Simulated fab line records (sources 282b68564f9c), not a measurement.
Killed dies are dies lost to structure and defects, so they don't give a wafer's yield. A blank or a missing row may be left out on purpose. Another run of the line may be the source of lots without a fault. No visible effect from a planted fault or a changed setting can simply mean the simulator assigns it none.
fab line records	flow ritCmos
[record] lots = 6	wafers = 18	lastDay = 7
route steps=202 shown GATE@92 REOX@98 NLDD@103 M1@202
lots untouched by any fault: they come from a run of this same line in which no faults occurred
startH: the number of hours between the record's first day and the start of the first shown wafer of the lot	waitH: hours since the lot's step before	" the same as in the row above	L1.1+2: several wafers, shown together as one row	- no value, or no start was given	* or withheld: withheld	< > ~ a bound
route shown NAME@n: NAME is a module with steps in the file, n the number in the route of the first one	usual: mean/standard deviation of fault-free wafers	same: alike in all rows	chamber/n: place in a boat	sites: the reading at each site	_std_site: the standard deviation of these	_edge_site: the outer-site mean with the inner-site mean subtracted	radiusMm: how far each site lies from the wafer's centre	mask NAME#n: copy n	behind: the last tool/chamber to shape the wafer	hold: what put the lot on hold/how long, in hours/how the hold closed	device: names the non-switching transistor (n, p or np)	end of line: tests of these same wafers at the route's end	a step with no rows: only its recipe	killed: not the wafer's yield, but the dies lost to structure and defects at the first sort	map: a wafer's dies, x killed, . not, _ none there
set.NAME: the run value of the setting; set.NAME@STEP: its run value at that earlier step	model.NAME: the simulator's own value behind a step, which no gauge read
lots seen at some steps along the route; tables by step, rows by wafer
services: when a tool's chamber went out of use (startH, in hours from the record's first day, below 0 if earlier), for how many hours, and the reason
[[steps]]
[step RIT_GATE_CD_MEAS_16]
[recipe] targetCdNm = 150
[usual] cdNm = 149.6/2.5
lot.wafer	tool	chamber	startH	waitH	cdNm
L181.3	cdSem-02	-	51.89	-	151.3
L181.5	"	-	"	"	151.1
L181.6	"	-	"	"	147.9
L189.3	cdSem-01	-	87.25	-	150.8
L189.4	"	-	"	"	149.6
L189.5	"	-	"	"	152.4
L194.1	cdSem-01	-	112.51	-	153.5
L194.3	"	-	"	"	154.3
L194.4	"	-	"	"	152.7
L195.1	cdSem-02	-	116.60	-	146.8
L195.3	"	-	"	"	148.8
L195.4	"	-	"	"	149.6
L198.1	cdSem-02	-	131.23	-	149.0
L198.5	"	-	"	"	149.8
L198.6	"	-	"	"	149.4
L200.2	cdSem-02	-	141.90	-	154.2
L200.3	"	-	"	"	154.1
L200.5	"	-	"	"	153.1
[step RIT_GATE_OVL_MEAS_17]
[usual] GATE_OVL = 0.2/1.2
lot.wafer	tool	chamber	startH	waitH	GATE_OVL[nm]
L181.3	overlay-02	-	51.98	0.1	-0.4
L181.5	"	-	"	"	-0.4
L181.6	"	-	"	"	0.5
L189.3	overlay-02	-	87.34	0.1	0.5
L189.4	"	-	"	"	-1.0
L189.5	"	-	"	"	-0.9
L194.1	overlay-01	-	112.63	0.1	-0.6
L194.3	"	-	"	"	-2.8
L194.4	"	-	"	"	-1.6
L195.1	overlay-02	-	116.72	0.1	2.0
L195.3	"	-	"	"	0.3
L195.4	"	-	"	"	-0.3
L198.1	overlay-02	-	131.35	0.1	-0.4
L198.5	"	-	"	"	-1.0
L198.6	"	-	"	"	-0.3
L200.2	overlay-02	-	142.01	0.1	-1.6
L200.3	"	-	"	"	0.0
L200.5	"	-	"	"	-1.4
[step RIT_GATE_HARDBAKE_18]
[recipe] resist = NOVOLAK	tempC = 140	timeS = 60
[step RIT_GATE_ETCH_19]
[recipe] chemistry = SF6/CHF3/O2	timeS = 165	SF6_flow_sccm = 30	CHF3_flow_sccm = 30	O2_flow_sccm = 5	target = poly-Si	pressureMtorr = 40	rfW = 160	targetDepthA = 3125	overEtchFrac = 0.25	stopOn = SiO2
[usual] drypumpMotorCurrentA = 5.9/0.37	oesProductAu = 0.858/0.0097	throttleValvePct = 10.25/0.15
lot.wafer	tool	chamber	startH	waitH	drypumpMotorCurrentA	oesProductAu	rfHoursCounterH	throttleValvePct
L181.3	rieSi-02	1	52.16	0.1	6.2	0.862	93	10.19
L181.5	"	1	"	"	6.2	0.850	-	10.19
L181.6	"	0	"	"	5.3	0.838	-	10.31
L189.3	rieSi-02	1	87.52	0.1	6.2	0.858	93	10.18
L189.4	"	2	"	"	6.3	0.862	1	10.16
L189.5	"	1	"	"	6.2	0.866	-	10.22
L194.1	rieSi-01	0	112.81	0.1	6.1	0.842	117	10.45
L194.3	"	1	"	"	5.2	0.858	3	10.25
L194.4	"	2	"	"	6.0	0.870	125	10.01
L195.1	rieSi-02	2	116.90	0.1	6.2	0.863	1	10.14
L195.3	"	0	"	"	5.3	0.852	5	10.32
L195.4	"	1	"	"	6.2	0.862	94	10.20
L198.1	rieSi-01	3	131.53	0.1	6.0	0.860	91	10.19
L198.5	"	3	"	"	6.0	0.853	-	10.20
L198.6	"	2	"	"	6.0	0.871	-	10.00
L200.2	rieSi-01	3	142.19	0.1	6.0	0.844	91	10.21
L200.3	"	2	"	"	6.0	0.878	125	10.00
L200.5	"	3	"	"	6.0	0.855	-	10.20
[step RIT_GATE_STRIP_20]
[recipe] chemistry = O2	timeS = 180	resist = NOVOLAK	platenTempC = withheld	powerW = 500	pressureMtorr = 4000	o2FlowSccm = 4000
[usual] drypumpMotorCurrentA = 5.5/0.37
lot.wafer	tool	chamber	startH	waitH	drypumpMotorCurrentA	rfHoursCounterH
L181.3	plasmaAsher-03	1	52.32	0.1	5.5	-
L181.5	"	0	"	"	5.8	-
L181.6	"	1	"	"	5.4	-
L189.3	plasmaAsher-03	1	87.68	0.1	5.4	-
L189.4	"	0	"	"	5.8	-
L189.5	"	1	"	"	5.4	-
L194.1	plasmaAsher-04	0	112.92	0.1	4.9	33
L194.3	"	1	"	"	5.5	-
L194.4	"	0	"	"	4.9	-
L195.1	plasmaAsher-03	0	117.01	0.1	5.8	50
L195.3	"	0	"	"	5.8	-
L195.4	"	1	"	"	5.4	-
L198.1	plasmaAsher-04	1	131.75	0.2	5.5	35
L198.5	"	1	"	"	5.6	-
L198.6	"	0	"	"	4.9	-
L200.2	plasmaAsher-01	1	142.30	0.1	6.2	48
L200.3	"	1	"	"	6.2	-
L200.5	"	1	"	"	6.2	-
[step RIT_GATE_CD_MEAS_90]
[recipe] targetCdNm = 150
[usual] cdNm = 149.6/2.5
lot.wafer	tool	chamber	startH	waitH	cdNm
L181.3	cdSem-01	-	52.48	0.1	151.1
L181.5	"	-	"	"	151.3
L181.6	"	-	"	"	148.0
L189.3	cdSem-02	-	87.84	0.1	150.6
L189.4	"	-	"	"	149.5
L189.5	"	-	"	"	152.4
L194.1	cdSem-02	-	113.10	0.1	153.6
L194.3	"	-	"	"	154.5
L194.4	"	-	"	"	153.0
L195.1	cdSem-02	-	117.19	0.1	146.5
L195.3	"	-	"	"	148.9
L195.4	"	-	"	"	150.0
L198.1	cdSem-02	-	131.92	0.1	149.5
L198.5	"	-	"	"	149.6
L198.6	"	-	"	"	149.9
L200.2	cdSem-02	-	142.49	0.1	153.9
L200.3	"	-	"	"	153.8
L200.5	"	-	"	"	152.9
[step RIT_REOX_CLEAN_00]
[recipe] chemistry = SC1	mix = 3:3:50	timeS = 600	tempC = 75
[step RIT_REOX_CLEAN_01]
[recipe] chemistry = dHF	dilution = 50:1	timeS = 30
[step RIT_REOX_CLEAN_02]
[recipe] chemistry = SC2	mix = 3:3:50	timeS = 588.2	tempC = 75	dry = n2Spin
[step RIT_REOX_OXIDATION_03]
[recipe] tempC = 900	ambient = O2	targetThkA = 252	oxTimeS = 5580
[step RIT_REOX_THK_MEAS_04]
[recipe] reads = SiO2_of_REOX_OXIDATION_03
[usual] REOX_OXIDE_THK = 25.2/0.58
lot.wafer	tool	chamber	startH	waitH	REOX_OXIDE_THK[nm]
L181.3	filmMetro-01	-	55.50	0.0	25.4
L181.5	"	-	"	"	25.6
L181.6	"	-	"	"	25.2
L189.3	filmMetro-01	-	91.03	0.0	25.1
L189.4	"	-	"	"	25.3
L189.5	"	-	"	"	25.2
L194.1	filmMetro-02	-	116.17	0.0	25.1
L194.3	"	-	"	"	25.1
L194.4	"	-	"	"	25.1
L195.1	filmMetro-01	-	120.34	0.0	25.5
L195.3	"	-	"	"	25.5
L195.4	"	-	"	"	25.5
L198.1	filmMetro-04	-	135.52	0.0	25.7
L198.5	"	-	"	"	25.2
L198.6	"	-	"	"	24.8
L200.2	filmMetro-02	-	145.52	0.0	23.9
L200.3	"	-	"	"	24.2
L200.5	"	-	"	"	24.4
[step RIT_NLDD_HMDS_00]
[recipe] primeTimeS = 60	primeTempC = 140
[step RIT_NLDD_COAT_01]
[recipe] resist = NOVOLAK	spinRpm = 3250	resistThkNm = 1000
[usual] spinSpeedRpm = 3249.7/2.5
lot.wafer	tool	chamber	startH	waitH	spinSpeedRpm	model.NOVOLAK_of_NLDD_COAT_01.thkNm
L181.3	lithoTrack-02	0	55.74	0.1	3245.7	1004
L181.5	"	0	"	"	3250.9	1001
L181.6	"	0	"	"	3253.6	1000
L189.3	lithoTrack-03	0	91.27	0.1	3244.7	999.5
L189.4	"	0	"	"	3247.6	998.9
L189.5	"	0	"	"	3249.3	1002
L194.1	lithoTrack-02	0	116.38	0.1	3200.7	1009
L194.3	"	0	"	"	3199.4	1009
L194.4	"	0	"	"	3196.9	1006
L195.1	lithoTrack-02	0	120.55	0.1	3198.3	1009
L195.3	"	0	"	"	3195.8	1008
L195.4	"	0	"	"	3196.0	1009
L198.1	lithoTrack-01	0	135.73	0.1	3247.8	997.2
L198.5	"	0	"	"	3251.1	995.6
L198.6	"	0	"	"	3251.9	993.5
L200.2	lithoTrack-01	0	145.74	0.1	3249.8	998.2
L200.3	"	0	"	"	3253.5	999.2
L200.5	"	0	"	"	3253.2	996.7
[step RIT_NLDD_SOFTBAKE_02]
[recipe] resist = NOVOLAK	tempC = 90	timeS = 60
[step RIT_NLDD_EXPOSE_03]
[recipe] maskId = M7	na = 0.57	targetCdNm = 40700	doseMj = 250
[step RIT_NLDD_PEB_04]
[recipe] resist = NOVOLAK	tempC = withheld	timeS = withheld
[step RIT_NLDD_DEVELOP_05]
[recipe] resist = NOVOLAK	developTimeS = 50	devTempC = 23
[step RIT_NLDD_OVL_MEAS_06]
[usual] NLDD_OVL = 0.0/1.3
lot.wafer	tool	chamber	startH	waitH	NLDD_OVL[nm]
L181.3	overlay-01	-	56.52	-	-0.5
L181.5	"	-	"	"	-0.6
L181.6	"	-	"	"	-1.1
L189.3	overlay-01	-	91.97	-	-2.4
L189.4	"	-	"	"	-1.2
L189.5	"	-	"	"	-1.5
L194.1	overlay-01	-	117.20	-	0.2
L194.3	"	-	"	"	-1.5
L194.4	"	-	"	"	-1.2
L195.1	overlay-01	-	121.37	-	1.4
L195.3	"	-	"	"	3.2
L195.4	"	-	"	"	1.0
L198.1	overlay-01	-	136.76	-	0.2
L198.5	"	-	"	"	-0.8
L198.6	"	-	"	"	-1.3
L200.2	overlay-01	-	146.55	-	0.2
L200.3	"	-	"	"	1.2
L200.5	"	-	"	"	0.2
[step RIT_NLDD_HARDBAKE_07]
[recipe] resist = NOVOLAK	tempC = 140	timeS = 60
[usual] plateTempC = 140.01/0.14
lot.wafer	tool	chamber	startH	waitH	plateTempC	model.NOVOLAK_of_NLDD_COAT_01.thkNm
L181.3	lithoTrack-01	0	56.63	0.1	140.24	887.6
L181.5	"	0	"	"	140.19	884.8
L181.6	"	0	"	"	140.12	884.1
L189.3	lithoTrack-03	0	92.04	0.1	140.07	883.3
L189.4	"	0	"	"	140.09	882.8
L189.5	"	0	"	"	140.02	885.9
L194.1	lithoTrack-02	0	117.24	0.0	140.08	892
L194.3	"	0	"	"	140.13	891.6
L194.4	"	0	"	"	140.13	889
L195.1	lithoTrack-03	0	121.41	0.0	140.04	891.9
L195.3	"	0	"	"	140.16	891.2
L195.4	"	0	"	"	139.98	892
L198.1	lithoTrack-03	0	136.80	0.0	139.90	881.4
L198.5	"	0	"	"	139.93	880
L198.6	"	0	"	"	139.99	878
L200.2	lithoTrack-01	0	146.60	0.0	140.07	882.1
L200.3	"	0	"	"	140.12	883.1
L200.5	"	0	"	"	140.07	880.8
[step RIT_NLDD_IMPLANT_08]
[recipe] species = P	energyKev = 20	doseCm2 = 5e+14	tiltDeg = 7
[step RIT_M1_PROBE_99]
[usual] killedAtFrontEnd = 7.1/2.8	killedDies = 7.2/2.8	killedOpen = 3.6/2.1	killedShort = 3.6/1.9
[same] grossDies = 264	killed_at_M0_to_M3 = 0	killed_at_M4_up = 0	killedAtBackSide = 0	killedAtContacts = 0	killedAtOther = 0
lot.wafer	tool	chamber	startH	waitH	killedAtFrontEnd	killedDies	killedOpen	killedShort
L194.1	prober-01	-	133.09	0.1	5	5	1	4
L194.3	prober-01	-	133.19	0.2	6	6	6	0
L194.4	prober-01	-	133.24	0.2	10	10	4	6
L195.1	prober-02	-	138.02	0.1	3	3	3	0
L195.3	prober-02	-	138.12	0.2	4	4	0	4
L195.4	prober-02	-	138.17	0.2	7	7	2	5
L200.2	prober-01	-	161.93	0.1	11	11	7	4
L200.3	prober-01	-	161.98	0.2	5	5	2	3
L200.5	prober-01	-	162.08	0.2	4	4	3	1
// killed by level:class
L194.1 GATE:geometricParticle:short=2 FOX2:geometricParticle:short=1 GATE:geometricParticle:open=1 REOX:geometricParticle:short=1
L194.3 ACTIVE:geometricParticle:open=2 SILICIDE:geometricParticle:open=2 FOX1:geometricParticle:open=1 GATE:geometricParticle:open=1
L194.4 GATE:geometricParticle:open=4 GATE:geometricParticle:short=2 SPACER:geometricParticle:short=2 FOX1:geometricParticle:short=1 REOX:geometricParticle:short=1
L195.1 FOX1:geometricParticle:open=1 SPACER:geometricParticle:open=1 SILICIDE:geometricParticle:open=1
L195.3 FOX1:geometricParticle:short=1 REOX:geometricParticle:short=1 SPACER:geometricParticle:short=1 SILICIDE:geometricParticle:short=1
L195.4 FOX1:geometricParticle:short=2 FOX1:geometricParticle:open=1 GATE:geometricParticle:open=1 REOX:geometricParticle:short=1 SPACER:geometricParticle:short=1 SILICIDE:geometricParticle:short=1
L200.2 GATE:geometricParticle:open=4 GATE:geometricParticle:short=3 FOX1:geometricParticle:open=2 REOX:geometricParticle:open=1 SILICIDE:geometricParticle:short=1
L200.3 GATE:geometricParticle:open=2 GATE:geometricParticle:short=1 SPACER:geometricParticle:short=1 SILICIDE:geometricParticle:short=1
L200.5 FOX1:geometricParticle:short=1 REOX:geometricParticle:open=1 SPACER:geometricParticle:open=1 SILICIDE:geometricParticle:open=1
[[services]]
tool	chamber	startH	hours	kind
plasmaAsher-04	-	38.69	1.9	repair
rieSi-02	3	43.44	9.9	repair
plasmaAsher-04	-	55.52	12.9	repair
plasmaAsher-01	-	61.46	1.8	repair
plasmaAsher-03	-	96.68	6.2	repair
rieSi-01	3	105.46	6.6	repair
rieSi-02	-	112.90	0.1	repair
plasmaAsher-01	-	128.92	8.7	repair
[[key]]
[firstSign] step = RIT_NLDD_COAT_01	reading = spinSpeedRpm	direction = down	sigmas = 21	usual = 3249.7	struck = 3197.8
effect none on later readings
[modelEffect] step = RIT_NLDD_COAT_01	value = NOVOLAK_of_NLDD_COAT_01.thkNm	without = 1001	struck = 1009
[modelEffect] step = RIT_NLDD_HARDBAKE_07	value = NOVOLAK_of_NLDD_COAT_01.thkNm	without = 884.3	struck = 891.3
metAt RIT_NLDD_COAT_01
struckWafers L194.1,L194.3,L194.4,L195.1,L195.3,L195.4
testerLeftOut L194,L195
onsetBetween 55.74 116.38
[fault] kind = processParameterDrift	tool = lithoTrack-02	chamber = -	onsetH = 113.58	steps = RIT_NLDD_COAT_01	channel = spinRpm	offset = -51.437	shape = step	endH = 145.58	actsIn = theseRecipesOnly	stated = 3250
// testerLeftOut: of these lots the tester's yield and bins aren't shown, on N5 and GAA mostly nor the transistor test; their killed dies are dies lost to structure and defects alone, not to doping, threshold or leakage, so they don't give the yield
